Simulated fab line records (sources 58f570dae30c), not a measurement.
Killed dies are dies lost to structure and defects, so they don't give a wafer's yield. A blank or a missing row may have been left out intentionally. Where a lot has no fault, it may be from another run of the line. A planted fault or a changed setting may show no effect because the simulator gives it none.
The tool behind it: which one?    flow berkeley-cmos170    Sampling: 14 lots, 42 wafers, 3 of 331 route steps

WHAT EACH GAUGE READ, for each wafer
UCB170_M3_RS_MEAS_02: the measuring method here is four-point-probe.
lot   measured      on             M3_AL_RS (ohm/sq)
L339  day 8 21:32   film-metro-03  0.0322 0.0321 0.0319
L341  day 9 03:27   film-metro-03  0.0321 0.0324 0.0315
L342  day 9 04:10   film-metro-02  0.0319 0.0324 0.0324
L343  day 10 00:08  film-metro-03  0.0319 0.0323 0.0321
L345  day 10 00:40  film-metro-01  0.0319 0.0319 0.0321
L346  day 10 10:24  film-metro-02  0.0329 0.0328 0.0328
L348  day 10 11:09  film-metro-03  0.0313 0.0314 0.0315
L347  day 10 12:46  film-metro-03  0.0318 0.0321 0.0322
L353  day 11 19:35  film-metro-03  0.0439 0.0438 0.0436 0.0439 0.0439 0.0436
L355  day 12 12:28  film-metro-03  0.0434 0.0437 0.0439 0.0434 0.0436 0.0438
L357  day 12 12:43  film-metro-02  0.0321 0.0321 0.0322
L361  day 13 01:44  film-metro-01  0.0317 0.0316 0.0319
L359  day 13 02:41  film-metro-03  0.0326 0.0326 0.0327
L360  day 13 18:14  film-metro-01  0.0323 0.0322 0.0322

UCB170_M3_THK_MEAS_03: measures by xrf.
lot   measured      on             M3_AL_THK (nm)
L339  day 8 21:40   film-metro-03  904 903 907
L341  day 9 03:34   film-metro-03  901 894 920
L342  day 9 04:17   film-metro-02  912 897 903
L343  day 10 00:15  film-metro-03  904 893 907
L345  day 10 00:47  film-metro-01  924 920 914
L346  day 10 10:31  film-metro-02  885 888 892
L348  day 10 11:16  film-metro-03  925 925 915
L347  day 10 12:52  film-metro-03  905 901 895
L353  day 11 21:10  film-metro-03  661 662 670 661 662 664
L355  day 12 17:04  film-metro-03  670 668 667 672 668 666
L357  day 12 12:50  film-metro-02  911 912 910
L361  day 13 01:52  film-metro-01  924 929 922
L359  day 13 02:48  film-metro-03  892 889 887
L360  day 13 18:22  film-metro-01  908 914 913

WHICH TOOL RAN EACH LOT (tool, then ch and the chambers of the sampled wafers, then the start)
lot   UCB170_M3_SPUTTER_01
L339  pvd-sputter-03, day 8 21:28
L341  pvd-sputter-02, day 9 03:22
L342  pvd-sputter-03, day 9 04:05
L343  pvd-sputter-02, day 10 00:02
L345  pvd-sputter-03, day 10 00:35
L346  pvd-sputter-04, day 10 10:19
L348  pvd-sputter-02, day 10 11:02
L347  pvd-sputter-02, day 10 12:39
L353  pvd-sputter-02, day 11 19:28
L355  pvd-sputter-02, day 12 12:23
L357  pvd-sputter-03, day 12 12:37
L361  pvd-sputter-03, day 13 01:40
L359  pvd-sputter-04, day 13 02:35
L360  pvd-sputter-04, day 13 18:10
- UCB170_M3_SPUTTER_01: material Al, target thk 900 nm, time 120 s.

AS READ BY THE TOOLS THEMSELVES (means over the sampled wafers that have a number; for cases with no such wafer, the mark the record gives instead)
UCB170_M3_SPUTTER_01.
lot   tool            cathode-dc-power-W (W)  throttle-valve-pct (%)
L339  pvd-sputter-03  5998.9                  29.9
L341  pvd-sputter-02  5999.7                  29.2
L342  pvd-sputter-03  5999.9                  31.2
L343  pvd-sputter-02  5999.2                  30.4
L345  pvd-sputter-03  6000.1                  30.7
L346  pvd-sputter-04  6000.2                  31.0
L348  pvd-sputter-02  6000.9                  30.1
L347  pvd-sputter-02  5999.6                  29.9
L353  pvd-sputter-02  6000.7                  29.8
L355  pvd-sputter-02  5999.6                  30.1
L357  pvd-sputter-03  6000.1                  30.6
L361  pvd-sputter-03  5999.5                  30.7
L359  pvd-sputter-04  5999.4                  31.3
L360  pvd-sputter-04  6000.2                  31.0

THE ANSWER, worked out from the rows above alone
Rule: the usual values come from the lots themselves. The widest of any qualifying gaps counts: lots, ordered by their means at a reading, are off when they make up no more than a third of the lots, leave a main group of 4 or more, and stand apart from it by 3 or more times the standard deviation of that group's means. A main group is skipped when, at the precision printed for the reading in the tables above, its means are all equal. A lot without any number at a reading at which 4 lots or more have one is off too. Where the step has rows for the other lots, those lots are counted as sound. After the gauges, taken in route order, come the tools' own readings; for these a lot's mean is taken, as printed above. At the first step where some lot is off, the reading lying furthest off is the one used; lots without a number count as furthest.
Off: at UCB170_M3_RS_MEAS_02 (M3_AL_RS), L353, L355. The main group: mean 0.0321 ohm/sq, standard deviation 0.00036.
A tool fits if, at a process step before that reading, it ran every lot that is off, and no sound lot after the first of them. The gauges at UCB170_M3_RS_MEAS_02 are tried like those tools. One candidate fits, namely pvd-sputter-02 at UCB170_M3_SPUTTER_01. A fault onset in the window from L347 (day 10 12:39, its last sound lot) to L353 (day 11 19:28, its first lot off) fits.

WHAT WAS PUT IN BY THE SIMULATOR
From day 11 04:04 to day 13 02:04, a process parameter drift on pvd-sputter-02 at UCB170_M3_SPUTTER_01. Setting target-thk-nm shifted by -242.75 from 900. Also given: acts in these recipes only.
Struck lots among those shown: L353, L355. The same result came from the rule above.
